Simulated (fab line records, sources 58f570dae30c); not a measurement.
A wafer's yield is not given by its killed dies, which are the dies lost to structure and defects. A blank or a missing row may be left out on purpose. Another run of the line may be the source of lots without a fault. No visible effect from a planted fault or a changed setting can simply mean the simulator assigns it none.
Split-lot trial :: flow berkeleyCmos170 :: on a route of 331 steps: 5 lots, 23 wafers read

THE SPLIT
At UCB170_CONTACT_CVD_01 (deposits PSG from SiH4/O2/PH3, target thk 700 nm, time 2820 s), the setting pressureMtorr was moved away from the recipe's 300 mTorr on 15 of the 23 wafers read, by -13.0% to +6.1%. For the rest of the wafers, this setting stayed at what the recipe calls for.

Between the split and the reading, the file records no step.

THE READING
CONTACT_PSG_THK (nm), taken at UCB170_CONTACT_THK_MEAS_02. Fault-free wafers of this fab line usually give 702 nm, standard deviation 4.9 nm.

wafer: L075.1
tool, chamber at the split: -, -
pressureMtorr as run, mTorr: 318.2
against the recipe: +6.1%
CONTACT_PSG_THK, nm: 732
against lot-mates on the recipe: no lot-mate on the recipe

wafer: L075.3
tool, chamber at the split: -, -
pressureMtorr as run, mTorr: 318.2
against the recipe: +6.1%
CONTACT_PSG_THK, nm: 729
against lot-mates on the recipe: no lot-mate on the recipe

wafer: L075.4
tool, chamber at the split: -, -
pressureMtorr as run, mTorr: 318.2
against the recipe: +6.1%
CONTACT_PSG_THK, nm: 727
against lot-mates on the recipe: no lot-mate on the recipe

wafer: L075.5
tool, chamber at the split: -, -
pressureMtorr as run, mTorr: 318.2
against the recipe: +6.1%
CONTACT_PSG_THK, nm: 723
against lot-mates on the recipe: no lot-mate on the recipe

wafer: L075.6
tool, chamber at the split: -, -
pressureMtorr as run, mTorr: 318.2
against the recipe: +6.1%
CONTACT_PSG_THK, nm: 727
against lot-mates on the recipe: no lot-mate on the recipe

wafer: L078.2
tool, chamber at the split: -, -
pressureMtorr as run, mTorr: 274.2
against the recipe: -8.6%
CONTACT_PSG_THK, nm: 675
against lot-mates on the recipe: no lot-mate on the recipe

wafer: L078.3
tool, chamber at the split: -, -
pressureMtorr as run, mTorr: 274.2
against the recipe: -8.6%
CONTACT_PSG_THK, nm: 671
against lot-mates on the recipe: no lot-mate on the recipe

wafer: L078.4
tool, chamber at the split: -, -
pressureMtorr as run, mTorr: 274.2
against the recipe: -8.6%
CONTACT_PSG_THK, nm: 679
against lot-mates on the recipe: no lot-mate on the recipe

wafer: L078.5
tool, chamber at the split: -, -
pressureMtorr as run, mTorr: 274.2
against the recipe: -8.6%
CONTACT_PSG_THK, nm: 679
against lot-mates on the recipe: no lot-mate on the recipe

wafer: L078.6
tool, chamber at the split: -, -
pressureMtorr as run, mTorr: 274.2
against the recipe: -8.6%
CONTACT_PSG_THK, nm: 679
against lot-mates on the recipe: no lot-mate on the recipe

wafer: L079.1
tool, chamber at the split: -, -
pressureMtorr as run, mTorr: 260.9
against the recipe: -13.0%
CONTACT_PSG_THK, nm: 651
against lot-mates on the recipe: no lot-mate on the recipe

wafer: L079.2
tool, chamber at the split: -, -
pressureMtorr as run, mTorr: 260.9
against the recipe: -13.0%
CONTACT_PSG_THK, nm: 644
against lot-mates on the recipe: no lot-mate on the recipe

wafer: L079.3
tool, chamber at the split: -, -
pressureMtorr as run, mTorr: 260.9
against the recipe: -13.0%
CONTACT_PSG_THK, nm: 646
against lot-mates on the recipe: no lot-mate on the recipe

wafer: L079.4
tool, chamber at the split: -, -
pressureMtorr as run, mTorr: 260.9
against the recipe: -13.0%
CONTACT_PSG_THK, nm: 651
against lot-mates on the recipe: no lot-mate on the recipe

wafer: L079.6
tool, chamber at the split: -, -
pressureMtorr as run, mTorr: 260.9
against the recipe: -13.0%
CONTACT_PSG_THK, nm: 649
against lot-mates on the recipe: no lot-mate on the recipe

wafer: L081.1
tool, chamber at the split: -, -
pressureMtorr as run, mTorr: 300
against the recipe: recipe
CONTACT_PSG_THK, nm: 707
against lot-mates on the recipe: -

wafer: L081.3
tool, chamber at the split: -, -
pressureMtorr as run, mTorr: 300
against the recipe: recipe
CONTACT_PSG_THK, nm: 703
against lot-mates on the recipe: -

wafer: L081.4
tool, chamber at the split: -, -
pressureMtorr as run, mTorr: 300
against the recipe: recipe
CONTACT_PSG_THK, nm: 706
against lot-mates on the recipe: -

wafer: L081.5
tool, chamber at the split: -, -
pressureMtorr as run, mTorr: 300
against the recipe: recipe
CONTACT_PSG_THK, nm: 706
against lot-mates on the recipe: -

wafer: L081.6
tool, chamber at the split: -, -
pressureMtorr as run, mTorr: 300
against the recipe: recipe
CONTACT_PSG_THK, nm: 707
against lot-mates on the recipe: -

wafer: L084.1
tool, chamber at the split: lpcvd-02, 1
pressureMtorr as run, mTorr: 300
against the recipe: recipe
CONTACT_PSG_THK, nm: 696
against lot-mates on the recipe: -

wafer: L084.2
tool, chamber at the split: lpcvd-02, 1
pressureMtorr as run, mTorr: 300
against the recipe: recipe
CONTACT_PSG_THK, nm: 698
against lot-mates on the recipe: -

wafer: L084.5
tool, chamber at the split: lpcvd-02, 1
pressureMtorr as run, mTorr: 300
against the recipe: recipe
CONTACT_PSG_THK, nm: 696
against lot-mates on the recipe: -

THE FIT
A straight line over all 23 wafers: CONTACT_PSG_THK changes by +3.93 nm for each +1% of pressureMtorr; r = +0.98; the points scatter about the line by 5.5 nm.
Too few moved wafers with a lot-mate on the recipe to fit a line net of each lot's own level.

THE WHOLE CHAIN: every reading that the file lists as answering this split, in the file's order
step: UCB170_CONTACT_CVD_01
what it does: deposits PSG from SiH4/O2/PH3, target thk 700 nm, time 2820 s
reading: PSG_of_CONTACT_CVD_01.thkNm (the simulator's own value, which no gauge read)
change (the file's fit): +3.93 nm for each +1% of the setting
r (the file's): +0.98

step: UCB170_CONTACT_THK_MEAS_02
what it does: 
reading: CONTACT_PSG_THK
change (the file's fit): +3.93 for each +1% of the setting
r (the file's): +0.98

THE FILE'S OWN FIT
CONTACT_PSG_THK changes by +3.93 nm for each +1% of pressureMtorr, r = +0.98.
